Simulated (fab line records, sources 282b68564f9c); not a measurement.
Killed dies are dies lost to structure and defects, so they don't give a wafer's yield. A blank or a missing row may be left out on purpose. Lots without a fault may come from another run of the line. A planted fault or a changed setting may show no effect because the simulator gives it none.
fab line records | flow rit_cmos
record lots=5 wafers=15 last_day=6
route steps=202 shown PLDD@118 SPACER@125 NSD@131 PSD@142 SDANNEAL@153 SILICIDE@161 M1@202
lots that met no fault: from a run of the same line without faults
start_h: hours from the record's first day to the start of the lot's first wafer shown | wait_h: hours since the lot's step before | " the same as in the row above | L1.1+2: a row that stands for several wafers | - no value, or no start given | * or withheld: withheld | < > ~ a bound
route shown NAME@n: a module of which the file shows steps, and the number in the route of the first | usual: mean/standard deviation of fault-free wafers | same: alike in all rows | chamber/n: place in a boat | sites: the reading at each site | _std_site: their standard deviation | _edge_site: outer sites' mean less inner sites' | radius_mm: how far each site lies from the wafer's centre | mask NAME#n: copy n | behind: the tool/chamber that last shaped the wafer | hold: why the lot was held/for how many hours/how that ended | device: the transistor (n, p or np) that didn't switch | end of line: the same wafers' tests at the end of the route | a step without rows: its recipe alone | killed: dies lost to structure and defects at the first sort, not the wafer's yield | map: a wafer's dies, x killed, . not, _ none there
set.NAME: the setting as run; set.NAME@STEP: as run at that earlier step | model.NAME: the simulator's own value behind a step, which no gauge read
lots at some steps of the route; a table a step, a row a wafer
services: from which hour (start_h, from the record's first day; less than 0 if before it) a tool's chamber was out of use, for how many hours, and why
## steps
# step RIT_PLDD_PEB_04
# recipe resist=NOVOLAK temp_c=withheld time_s=withheld
# step RIT_PLDD_DEVELOP_05
# recipe resist=NOVOLAK develop_time_s=50 dev_temp_c=23
# step RIT_PLDD_OVL_MEAS_06
# usual PLDD_OVL=0.7/1.4
# columns lot.wafer tool chamber start_h wait_h PLDD_OVL[nm]
L410.1 overlay-02 - 49.33 - 0.1
L410.4 " - " " 3.3
L410.5 " - " " 2.2
L411.1 overlay-01 - 54.71 - 1.2
L411.2 " - " " 2.7
L411.6 " - " " 3.3
L422.1 overlay-02 - 104.23 - -0.8
L422.4 " - " " 0.0
L422.6 " - " " -0.3
L425.2 overlay-02 - 118.93 - 1.7
L425.4 " - " " -0.3
L425.6 " - " " 0.8
L426.3 overlay-01 - 123.80 - 1.2
L426.4 " - " " 1.7
L426.6 " - " " 0.1
# step RIT_PLDD_HARDBAKE_07
# recipe resist=NOVOLAK temp_c=140 time_s=60
# step RIT_PLDD_IMPLANT_08
# recipe species=BF2 energy_kev=20 dose_cm2=9e+14 tilt_deg=7
# step RIT_PLDD_STRIP_09
# recipe chemistry=O2 time_s=180 resist=NOVOLAK platen_temp_c=withheld power_w=500 pressure_mtorr=4000 o2_flow_sccm=4000
# usual drypump_motor_current_A=6.3/0.32 o2_flow_sccm=4002/12 rf_refl_power_W=7.5/1.3
# columns lot.wafer tool chamber start_h wait_h drypump_motor_current_A o2_flow_sccm rf_hours_counter_h rf_refl_power_W
L410.1 plasma_asher-04 1 49.67 0.1 5.7 3988 26 8.0
L410.4 " 0 " " 6.6 3993 - 7.3
L410.5 " 0 " " 6.6 3998 - 7.0
L411.1 plasma_asher-04 1 55.04 0.1 5.7 4014 26 8.1
L411.2 " 0 " " 6.6 4000 26 7.3
L411.6 " 1 " " 5.7 4015 - 8.3
L422.1 plasma_asher-03 0 104.57 0.1 6.6 4020 46 7.1
L422.4 " 1 " " 6.2 4015 - 6.8
L422.6 " 0 " " 6.6 4005 - 7.1
L425.2 plasma_asher-01 0 119.26 0.1 6.3 4022 0 5.4
L425.4 " 0 " " 6.3 4018 - 5.6
L425.6 " 0 " " 6.3 4017 - 5.7
L426.3 plasma_asher-04 1 124.18 0.1 5.7 4011 - 7.9
L426.4 " 0 " " 6.6 4004 - 7.2
L426.6 " 0 " " 6.6 4006 - 7.4
# step RIT_PLDD_TW_MEAS_10
# usual PLDD_TW=2347/30
# columns lot.wafer tool chamber start_h wait_h PLDD_TW
L410.1 film_metro-02 - 49.84 0.1 2375
L410.4 " - " " 2385
L410.5 " - " " 2372
L411.1 film_metro-03 - 55.22 0.1 2343
L411.2 " - " " 2361
L411.6 " - " " 2346
L422.1 film_metro-02 - 104.74 0.1 2376
L422.4 " - " " 2385
L422.6 " - " " 2382
L425.2 film_metro-03 - 119.44 0.1 2330
L425.4 " - " " 2316
L425.6 " - " " 2318
L426.3 film_metro-02 - 124.32 0.1 2392
L426.4 " - " " 2395
L426.6 " - " " 2406
# step RIT_SPACER_CLEAN_00
# recipe chemistry=SC1 mix=3:3:50 time_s=600 temp_c=75
# step RIT_SPACER_CLEAN_01
# recipe chemistry=dHF dilution=50:1 time_s=30
# step RIT_SPACER_CLEAN_02
# recipe chemistry=SC2 mix=3:3:50 time_s=600 temp_c=75 dry=n2_spin
# step RIT_SPACER_CVD_03
# recipe material=Si3N4 target_thk_nm=250 temp_c=810 precursor=SiH2Cl2/NH3 time_s=3300 pressure_mtorr=300 sih2cl2_flow_sccm=60 nh3_flow_sccm=150
# step RIT_SPACER_THK_MEAS_04
# recipe reads=Si3N4_of_SPACER_CVD_03
# usual SPACER_NITRIDE_THK=249.8/2.1
# columns lot.wafer tool chamber start_h wait_h SPACER_NITRIDE_THK[nm]
L410.1 film_metro-03 - 52.18 0.0 251.1
L410.4 " - " " 247.9
L410.5 " - " " 246.2
L411.1 film_metro-03 - 57.57 0.0 250.6
L411.2 " - " " 250.2
L411.6 " - " " 253.5
L422.1 film_metro-01 - 107.31 0.0 250.1
L422.4 " - " " 247.5
L422.6 " - " " 249.2
L425.2 film_metro-04 - 122.75 0.0 246.6
L425.4 " - " " 245.9
L425.6 " - " " 247.2
L426.3 film_metro-01 - 127.62 0.0 250.1
L426.4 " - " " 250.0
L426.6 " - " " 249.1
# step RIT_SPACER_ETCHBACK_05
# recipe target_depth_a=2500 SF6_flow_sccm=30 CHF3_flow_sccm=30 target=Si3N4 chemistry=SF6/CHF3 pressure_mtorr=40 rf_w=250 time_s=240 stop_on=SiO2
# usual drypump_motor_current_A=5.8/0.31 oes_product_au=0.842/0.014 rf_fwd_power_W=249.5/0.81 throttle_valve_pct=10.23/0.17
# columns lot.wafer tool chamber start_h wait_h drypump_motor_current_A oes_product_au rf_fwd_power_W rf_hours_counter_h throttle_valve_pct model.poly-Si_of_GATE_CVD_08.thk_nm model.Si3N4_of_SPACER_CVD_03.thk_nm
L410.1 rie_diel-02 3 52.24 0.1 6.0 0.832 248.5 16 10.00 168.3 197.7
L410.4 " 1 " " 5.3 0.833 248.9 117 10.58 167.7 195.1
L410.5 " 1 " " 5.4 0.836 249.1 - 10.58 169.1 193.1
L411.1 rie_diel-04 1 57.63 0.1 5.8 0.841 249.0 1 10.24 161.4 193.6
L411.2 " 3 " " 5.3 0.839 248.3 35 10.23 164.5 194.9
L411.6 " 1 " " 5.8 0.856 249.4 - 10.21 164.9 196.1
L422.1 rie_diel-02 0 107.37 0.1 5.7 0.827 249.9 4 10.15 169.8 198.7
L422.4 " 3 " " 6.0 0.826 210.5 17 9.99 176.3 199.8
L422.6 " 1 " " 5.3 0.838 249.3 - 10.59 169.2 195.8
L425.2 rie_diel-04 1 122.80 0.0 5.8 0.823 249.6 3 10.20 168.6 190.1
L425.4 " 3 " " 5.4 0.829 250.0 - 10.19 167.4 191.7
L425.6 " 0 " " 5.9 0.848 250.3 - 10.20 171.5 194.1
L426.3 rie_diel-03 1 127.66 0.0 5.3 0.867 250.5 10 10.06 170.1 198.7
L426.4 " 2 " " 5.6 0.828 250.5 - 10.49 168.3 195.9
L426.6 " 1 " " 5.3 0.858 249.4 - 10.05 165.8 197
# step RIT_NSD_HMDS_00
# recipe prime_time_s=60 prime_temp_c=140
# step RIT_NSD_COAT_01
# recipe resist=NOVOLAK spin_rpm=3250 resist_thk_nm=1000
# step RIT_NSD_SOFTBAKE_02
# recipe resist=NOVOLAK temp_c=90 time_s=60
# step RIT_NSD_EXPOSE_03
# recipe mask_id=M9 na=0.57 target_cd_nm=40700 dose_mj=250
# step RIT_NSD_PEB_04
# recipe resist=NOVOLAK temp_c=withheld time_s=withheld
# step RIT_NSD_DEVELOP_05
# recipe resist=NOVOLAK develop_time_s=50 dev_temp_c=23
# step RIT_NSD_OVL_MEAS_06
# usual NSD_OVL=-0.2/1.6
# columns lot.wafer tool chamber start_h wait_h NSD_OVL[nm]
L410.1 overlay-02 - 53.24 - -1.5
L410.4 " - " " 0.4
L410.5 " - " " -1.4
L411.1 overlay-01 - 58.93 - -1.5
L411.2 " - " " -1.1
L411.6 " - " " -0.7
L422.1 overlay-01 - 108.44 - -0.8
L422.4 " - " " 0.1
L422.6 " - " " 2.9
L425.2 overlay-02 - 124.01 - 0.1
L425.4 " - " " -0.6
L425.6 " - " " -1.4
L426.3 overlay-01 - 128.68 - 2.4
L426.4 " - " " -0.3
L426.6 " - " " 1.2
# step RIT_NSD_HARDBAKE_07
# recipe resist=NOVOLAK temp_c=140 time_s=60
# step RIT_NSD_IMPLANT_08
# recipe species=P energy_kev=25 dose_cm2=1e+15 tilt_deg=7
# step RIT_NSD_STRIP_09
# recipe chemistry=O2 time_s=180 resist=NOVOLAK platen_temp_c=withheld power_w=500 pressure_mtorr=4000 o2_flow_sccm=4000
# usual drypump_motor_current_A=5.9/0.6 o2_flow_sccm=4000/12 rf_refl_power_W=7.3/1.5
# columns lot.wafer tool chamber start_h wait_h drypump_motor_current_A o2_flow_sccm rf_hours_counter_h rf_refl_power_W
L410.1 plasma_asher-01 0 53.58 0.1 6.4 3983 40 5.5
L410.4 " 0 " " 6.4 3989 - 5.4
L410.5 " 0 " " 6.3 4018 - 5.5
L411.1 plasma_asher-02 0 59.27 0.1 5.3 3987 40 5.8
L411.2 " 1 " " 5.0 4013 40 7.8
L411.6 " 1 " " 5.0 4005 - 7.7
L422.1 plasma_asher-04 0 108.77 0.1 6.6 4003 33 7.4
L422.4 " 1 " " 5.7 4001 - 8.0
L422.6 " 0 " " 6.6 3986 - 7.4
L425.2 plasma_asher-02 1 124.34 0.1 5.0 4011 48 7.6
L425.4 " 0 " " 5.3 4002 - 5.4
L425.6 " 0 " " 5.3 3994 - 5.5
L426.3 plasma_asher-01 0 129.06 0.1 6.3 4004 - 5.7
L426.4 " 1 " " 6.4 3997 - 9.9
L426.6 " 1 " " 6.4 3987 - 9.8
# step RIT_NSD_TW_MEAS_10
# usual NSD_TW=3129/42
# columns lot.wafer tool chamber start_h wait_h NSD_TW
L410.1 film_metro-01 - 53.76 0.1 3130
L410.4 " - " " 3104
L410.5 " - " " 3096
L411.1 film_metro-03 - 59.45 0.1 3113
L411.2 " - " " 3110
L411.6 " - " " 3100
L422.1 film_metro-03 - 108.95 0.1 3086
L422.4 " - " " 3074
L422.6 " - " " 3071
L425.2 film_metro-01 - 124.52 0.1 3141
L425.4 " - " " 3131
L425.6 " - " " 3133
L426.3 film_metro-02 - 129.20 0.1 3185
L426.4 " - " " 3178
L426.6 " - " " 3183
# step RIT_PSD_HMDS_00
# recipe prime_time_s=60 prime_temp_c=140
# step RIT_PSD_COAT_01
# recipe resist=NOVOLAK spin_rpm=3250 resist_thk_nm=1000
# step RIT_PSD_SOFTBAKE_02
# recipe resist=NOVOLAK temp_c=90 time_s=60
# step RIT_PSD_EXPOSE_03
# recipe mask_id=M10 na=0.57 target_cd_nm=40900 dose_mj=250
# step RIT_PSD_PEB_04
# recipe resist=NOVOLAK temp_c=withheld time_s=withheld
# step RIT_PSD_DEVELOP_05
# recipe resist=NOVOLAK develop_time_s=50 dev_temp_c=23
# step RIT_PSD_OVL_MEAS_06
# usual PSD_OVL=0.4/1.5
# columns lot.wafer tool chamber start_h wait_h PSD_OVL[nm]
L410.1 overlay-01 - 54.67 - 2.2
L410.4 " - " " 0.9
L410.5 " - " " 2.1
L411.1 overlay-01 - 60.55 - 0.5
L411.2 " - " " -1.7
L411.6 " - " " 1.2
L422.1 overlay-02 - 109.86 - -0.7
L422.4 " - " " -0.5
L422.6 " - " " 0.1
L425.2 overlay-01 - 125.43 - -0.1
L425.4 " - " " -3.7
L425.6 " - " " -1.3
L426.3 overlay-02 - 130.10 - -0.7
L426.4 " - " " -0.5
L426.6 " - " " 1.0
# step RIT_PSD_HARDBAKE_07
# recipe resist=NOVOLAK temp_c=140 time_s=60
# step RIT_PSD_IMPLANT_08
# recipe species=BF2 energy_kev=27 dose_cm2=5e+15 tilt_deg=7
# step RIT_PSD_STRIP_09
# recipe chemistry=O2 time_s=180 resist=NOVOLAK platen_temp_c=withheld power_w=500 pressure_mtorr=4000 o2_flow_sccm=4000
# usual drypump_motor_current_A=5.8/0.62 o2_flow_sccm=4001/12 rf_refl_power_W=7.1/1.6
# columns lot.wafer tool chamber start_h wait_h drypump_motor_current_A o2_flow_sccm rf_hours_counter_h rf_refl_power_W
L410.1 plasma_asher-01 1 55.01 0.1 6.3 3994 40 9.4
L410.4 " 1 " " 6.3 3998 - 9.5
L410.5 " 0 " " 6.3 4010 - 5.6
L411.1 plasma_asher-03 1 60.89 0.1 6.2 3979 41 6.9
L411.2 " 0 " " 6.6 3988 41 7.1
L411.6 " 1 " " 6.2 4002 - 7.3
L422.1 plasma_asher-03 0 110.19 0.1 6.6 3998 46 7.3
L422.4 " 0 " " 6.6 4004 - 7.1
L422.6 " 0 " " 6.6 4028 - 7.3
L425.2 plasma_asher-02 1 125.76 0.1 5.0 4018 48 7.8
L425.4 " 0 " " 5.3 3995 - 5.7
L425.6 " 0 " " 5.3 3998 - 5.5
L426.3 plasma_asher-01 0 130.48 0.1 6.4 3997 - 5.4
L426.4 " 1 " " 6.3 3997 - 9.4
L426.6 " 0 " " 6.4 4004 - 5.4
# step RIT_PSD_TW_MEAS_10
# usual PSD_TW=3443/42
# columns lot.wafer tool chamber start_h wait_h PSD_TW
L410.1 film_metro-02 - 55.18 0.1 3480
L410.4 " - " " 3506
L410.5 " - " " 3493
L411.1 film_metro-03 - 61.06 0.1 3419
L411.2 " - " " 3400
L411.6 " - " " 3425
L422.1 film_metro-02 - 110.37 0.1 3497
L422.4 " - " " 3497
L422.6 " - " " 3484
L425.2 film_metro-03 - 125.94 0.1 3374
L425.4 " - " " 3379
L425.6 " - " " 3389
L426.3 film_metro-01 - 130.62 0.1 3449
L426.4 " - " " 3429
L426.6 " - " " 3448
# step RIT_SDANNEAL_CLEAN_00
# recipe chemistry=SC1 mix=3:3:50 time_s=600 temp_c=75
# step RIT_SDANNEAL_CLEAN_01
# recipe chemistry=dHF dilution=50:1 time_s=30
# step RIT_SDANNEAL_CLEAN_02
# recipe chemistry=SC2 mix=3:3:50 time_s=600 temp_c=75 dry=n2_spin
# usual bath_guard_temp_C=75.0/0.45
# columns lot.wafer tool chamber start_h wait_h bath_guard_temp_C model.poly-Si_of_GATE_CVD_08.thk_nm
L410.1 wet_bench-04 1 55.48 0.0 75.1 164
L410.4 " 1 " " 74.9 163.3
L410.5 " 1 " " 74.6 164.7
L411.1 wet_bench-04 1 61.31 0.0 74.4 157
L411.2 " 1 " " 75.1 160.1
L411.6 " 1 " " 74.9 160.5
L422.1 wet_bench-04 0 110.62 0.0 74.4 165.5
L422.4 " 0 " " 74.7 171.9
L422.6 " 0 " " 74.8 164.9
L425.2 wet_bench-02 3 126.18 0.0 74.4 164.2
L425.4 " 3 " " 74.4 163
L425.6 " 3 " " 74.4 167.1
L426.3 wet_bench-02 2 130.85 0.0 74.9 165.7
L426.4 " 2 " " 75.4 163.9
L426.6 " 2 " " 74.8 161.4
# step RIT_SDANNEAL_RTA_03
# recipe temp_c=1050 time_s=5 idle_temp_c=600 ramp_up_c_per_s=342 ramp_down_c_per_s=171 cool_to_c=600 ambient=N2
# usual wafer_temp_C_max=1053.5/1.1
# columns lot.wafer tool chamber start_h wait_h wafer_temp_C_max
L410.1 rtp_anneal-01 0 55.66 0.0 1054.8
L410.4 " 0 " " 1052.3
L410.5 " 0 " " 1052.5
L411.1 rtp_anneal-01 0 61.49 0.0 1052.2
L411.2 " 0 " " 1056.5
L411.6 " 0 " " 1051.9
L422.1 rtp_anneal-02 0 110.79 0.0 1054.4
L422.4 " 0 " " 1053.1
L422.6 " 0 " " 1053.6
L425.2 rtp_anneal-01 0 126.37 0.0 1053.3
L425.4 " 0 " " 1052.2
L425.6 " 0 " " 1053.1
L426.3 rtp_anneal-02 0 131.06 0.0 1054.7
L426.4 " 0 " " 1053.0
L426.6 " 0 " " 1052.2
# step RIT_SDANNEAL_RS_MEAS_04
# recipe thk_meas_gauge=four-point-probe
# usual PSD_RS=115.9/0.32
# columns lot.wafer tool chamber start_h wait_h PSD_RS[ohm/sq]
L410.1 film_metro-01 - 55.72 0.0 115.9
L410.4 " - " " 115.9
L410.5 " - " " 115.7
L411.1 film_metro-01 - 61.55 0.0 116.0
L411.2 " - " " 115.9
L411.6 " - " " 116.3
L422.1 film_metro-03 - 110.85 0.0 115.7
L422.4 " - " " 115.8
L422.6 " - " " 115.8
L425.2 film_metro-01 - 126.44 0.1 116.5
L425.4 " - " " 116.5
L425.6 " - " " 116.2
L426.3 film_metro-01 - 131.18 0.1 116.2
L426.4 " - " " 116.2
L426.6 " - " " 116.0
# step RIT_SDANNEAL_RS_MEAS_05
# recipe thk_meas_gauge=four-point-probe
# usual NSD_RS=84.56/0.23
# columns lot.wafer tool chamber start_h wait_h NSD_RS[ohm/sq]
L410.1 film_metro-01 - 55.84 0.1 83.97
L410.4 " - " " 84.30
L410.5 " - " " 84.11
L411.1 film_metro-01 - 61.67 0.1 84.11
L411.2 " - " " 84.57
L411.6 " - " " 84.36
L422.1 film_metro-03 - 110.97 0.1 84.42
L422.4 " - " " 84.69
L422.6 " - " " 84.67
L425.2 film_metro-01 - 126.56 0.1 84.21
L425.4 " - " " 84.17
L425.6 " - " " 84.59
L426.3 film_metro-01 - 131.30 0.1 84.56
L426.4 " - " " 84.72
L426.6 " - " " 84.84
# step RIT_SDANNEAL_RS_MEAS_06
# recipe thk_meas_gauge=four-point-probe
# usual PLDD_RS=178.6/0.43
# columns lot.wafer tool chamber start_h wait_h PLDD_RS[ohm/sq]
L410.1 film_metro-01 - 55.96 0.1 179.2
L410.4 " - " " 179.1
L410.5 " - " " 178.8
L411.1 film_metro-01 - 61.79 0.1 178.1
L411.2 " - " " 178.2
L411.6 " - " " 177.7
L422.1 film_metro-03 - 111.09 0.1 178.7
L422.4 " - " " 179.1
L422.6 " - " " 178.3
L425.2 film_metro-01 - 126.68 0.1 179.3
L425.4 " - " " 179.4
L425.6 " - " " 178.9
L426.3 film_metro-01 - 131.42 0.1 178.8
L426.4 " - " " 178.3
L426.6 " - " " 178.1
# step RIT_SILICIDE_WET_ETCH_00
# recipe chemistry=BOE target=SiO2 target_depth_nm=14 time_s=15 dry=n2_spin dilution=10:1 temp_c=21.5
# columns lot.wafer tool chamber start_h wait_h model.Si3N4_of_SPACER_CVD_03.thk_nm
L410.1 wet_bench-04 3 56.20 0.1 196.5
L410.4 " 3 " " 193.9
L410.5 " 3 " " 191.9
L411.1 wet_bench-03 3 62.03 0.1 192.4
L411.2 " 3 " " 193.7
L411.6 " 3 " " 195
L422.1 wet_bench-01 3 111.33 0.1 197.5
L422.4 " 3 " " 198.6
L422.6 " 3 " " 194.7
L425.2 wet_bench-04 3 126.90 0.1 189
L425.4 " 3 " " 190.5
L425.6 " 3 " " 193
L426.3 wet_bench-01 0 131.62 0.1 197.6
L426.4 " 0 " " 194.7
L426.6 " 0 " " 195.8
# step RIT_M1_PROBE_99
# usual killed_at_front_end=7/3 killed_dies=8/3 killed_open=3.7/2 killed_short=3.8/2.1
# same gross_dies=264 killed_at_M0_to_M3=0 killed_at_M4_up=0 killed_at_back_side=0 killed_at_contacts=0 killed_at_other=0
# columns lot.wafer tool chamber start_h wait_h killed_at_front_end killed_dies killed_open killed_short model.etest.pplus_sal.width_nm model.etest.nplus_sal.width_nm model.etest.nwell_pinched.rs_ohm_sq model.etest.contact_nplus.end_ohm_um model.etest.diode_nplus_pwell.bv_v model.etest.diode_pplus_nwell.bv_v model.etest.nmos_0p15.tox_inv_nm model.etest.diode_nplus_comb.cj_ff_um2
L410.1 prober-01 - 64.45 0.1 6 6 1 5 3430 3420 334.6 39.66 5.931 6.622 4.542 2.605
L410.4 prober-01 - 64.60 0.2 2 2 0 2 3436 3426 335.5 39.92 5.912 6.697 4.452 2.634
L410.5 prober-01 - 64.65 0.2 8 8 6 2 3450 3458 336.1 41.39 5.93 6.783 4.457 2.651
L411.1 prober-02 - 70.22 0.1 11 11 9 2 3477 3477 346.2 42.7 6.056 6.677 4.296 2.669
L411.2 prober-02 - 70.27 0.1 8 8 4 4 3444 3456 339.8 42.27 6.053 6.609 4.482 2.636
L411.6 prober-02 - 70.47 0.2 8 8 2 6 3445 3473 345 42.01 6.058 6.676 4.407 2.656
L422.1 prober-01 - 118.25 0.1 8 8 4 4 3426 3404 332 41.14 6.08 6.563 4.497 2.52
L422.4 prober-01 - 118.40 0.2 11 11 6 5 3387 3390 321.9 38.22 6.23 6.465 4.677 2.4
L422.6 prober-01 - 118.50 0.2 17 17 7 10 3446 3476 336.6 43.99 5.997 6.617 4.461 2.61
L425.2 prober-02 - 133.87 0.1 8 8 3 5 3483 3485 346.7 40.5 6.02 6.568 4.351 2.713
L425.4 prober-02 - 133.97 0.2 5 5 3 2 3473 3469 339.5 40.01 6.004 6.614 4.404 2.664
L425.6 prober-02 - 134.07 0.2 2 2 0 2 3457 3461 335.3 40.11 5.968 6.505 4.53 2.638
L426.3 prober-01 - 138.77 0.2 9 9 5 4 3446 3430 327.7 38.8 6.037 6.417 4.579 2.538
L426.4 prober-01 - 138.82 0.2 11 11 4 7 3464 3471 337.3 39.65 5.997 6.53 4.408 2.622
L426.6 prober-01 - 138.92 0.2 5 5 2 3 3439 3458 330.3 39.88 6.021 6.486 4.509 2.56
# killed by level:class
L410.1 SPACER:geometric_particle:short=2 SILICIDE:geometric_particle:short=2 FOX1:geometric_particle:short=1 SPACER:geometric_particle:open=1
L410.4 FOX1:geometric_particle:short=1 REOX:geometric_particle:short=1
L410.5 FOX1:geometric_particle:open=2 GATE:geometric_particle:open=2 FOX2:geometric_particle:open=1 GATE:geometric_particle:short=1 REOX:geometric_particle:open=1 SPACER:geometric_particle:short=1
L411.1 FOX2:geometric_particle:open=4 GATE:geometric_particle:open=4 GATE:geometric_particle:short=1 REOX:geometric_particle:short=1 SILICIDE:geometric_particle:open=1
L411.2 GATE:geometric_particle:open=2 FOX1:geometric_particle:short=1 GATE:geometric_particle:short=1 REOX:geometric_particle:short=1 SPACER:geometric_particle:short=1 SPACER:geometric_particle:open=1 SILICIDE:geometric_particle:open=1
L411.6 FOX1:geometric_particle:short=2 FOX1:geometric_particle:open=1 FOX2:geometric_particle:short=1 GATE:geometric_particle:short=1 REOX:geometric_particle:open=1 SPACER:geometric_particle:short=1 SILICIDE:geometric_particle:short=1
L422.1 GATE:geometric_particle:short=2 REOX:geometric_particle:open=2 FOX2:geometric_particle:short=1 GATE:geometric_particle:open=1 SPACER:geometric_particle:short=1 SPACER:geometric_particle:open=1
L422.4 GATE:geometric_particle:short=3 REOX:geometric_particle:open=3 GATE:geometric_particle:open=2 REOX:geometric_particle:short=2 FOX2:geometric_particle:open=1
L422.6 GATE:geometric_particle:open=3 REOX:geometric_particle:open=3 REOX:geometric_particle:short=3 FOX2:geometric_particle:short=2 GATE:geometric_particle:short=2 SPACER:geometric_particle:short=2 FOX1:geometric_particle:short=1 FOX2:geometric_particle:open=1
L425.2 GATE:geometric_particle:short=3 GATE:geometric_particle:open=2 REOX:geometric_particle:short=2 SILICIDE:geometric_particle:open=1
L425.4 GATE:geometric_particle:short=1 GATE:geometric_particle:open=1 REOX:geometric_particle:open=1 SPACER:geometric_particle:open=1 SPACER:geometric_particle:short=1
L425.6 GATE:geometric_particle:short=1 SPACER:geometric_particle:short=1
L426.3 GATE:geometric_particle:short=2 SPACER:geometric_particle:open=2 SILICIDE:geometric_particle:open=2 FOX1:geometric_particle:short=1 GATE:geometric_particle:open=1 SILICIDE:geometric_particle:short=1
L426.4 GATE:geometric_particle:short=4 GATE:geometric_particle:open=2 REOX:geometric_particle:short=2 FOX2:geometric_particle:open=1 SILICIDE:geometric_particle:open=1 SILICIDE:geometric_particle:short=1
L426.6 FOX2:geometric_particle:short=1 FOX2:geometric_particle:open=1 GATE:geometric_particle:short=1 GATE:geometric_particle:open=1 SILICIDE:geometric_particle:short=1
## services
# columns tool chamber start_h hours kind
rie_diel-04 1 33.26 12.4 repair
rie_diel-03 0 36.34 12.2 repair
plasma_asher-03 - 53.22 1.4 repair
rie_diel-03 3 66.55 - clean
rie_diel-03 3 66.55 23.9 scheduled_down
rie_diel-03 3 66.55 23.9 vent_cycle
rie_diel-02 - 69.61 0.8 repair
rie_diel-04 - 75.58 2.8 pm
rie_diel-03 - 82.63 1.3 repair
rie_diel-04 - 87.53 0.4 repair
rie_diel-03 - 92.45 0.4 repair
plasma_asher-01 - 108.75 9.0 pm
plasma_asher-01 0 108.75 9.0 vent_cycle
plasma_asher-01 1 108.75 9.0 vent_cycle
rie_diel-04 2 109.46 16.7 repair
rie_diel-02 2 111.94 8.3 repair
plasma_asher-03 - 116.76 2.8 pm
plasma_asher-01 0 117.75 - clean
plasma_asher-01 1 117.75 - clean
rie_diel-03 0 126.46 5.0 repair
rie_diel-02 2 129.24 - clean
rie_diel-02 2 129.24 20.4 scheduled_down
rie_diel-02 2 129.24 20.4 vent_cycle
rie_diel-03 2 130.14 9.4 repair
## key
first_sign step=RIT_SPACER_ETCHBACK_05 reading=rf_fwd_power_W direction=down sigmas=48 usual=249.5 struck=210.5
effect none on later readings
model_effect step=RIT_SPACER_ETCHBACK_05 value=poly-Si_of_GATE_CVD_08.thk_nm without=171 struck=176.3
model_effect step=RIT_SDANNEAL_CLEAN_02 value=poly-Si_of_GATE_CVD_08.thk_nm without=166.6 struck=171.9
model_effect step=RIT_SILICIDE_WET_ETCH_00 value=Si3N4_of_SPACER_CVD_03.thk_nm without=194.2 struck=198.6
model_effect step=RIT_M1_PROBE_99 value=etest.pplus_sal.width_nm without=3438 struck=3387
met_at RIT_SPACER_ETCHBACK_05
struck_wafers L422.4
tester_left_out L422
onset_between 52.24 107.37
fault kind=process_parameter_drift tool=rie_diel-02 chamber=3 onset_h=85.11 steps=RIT_SPACER_ETCHBACK_05 channel=rf_w offset=-40 shape=step end_h=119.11 acts_in=these_recipes_only stated=250
# tester_left_out: of these lots the tester's yield and bins aren't shown, on N5 and GAA mostly nor the transistor test; their killed dies are dies lost to structure and defects alone, not to doping, threshold or leakage, so they don't give the yield
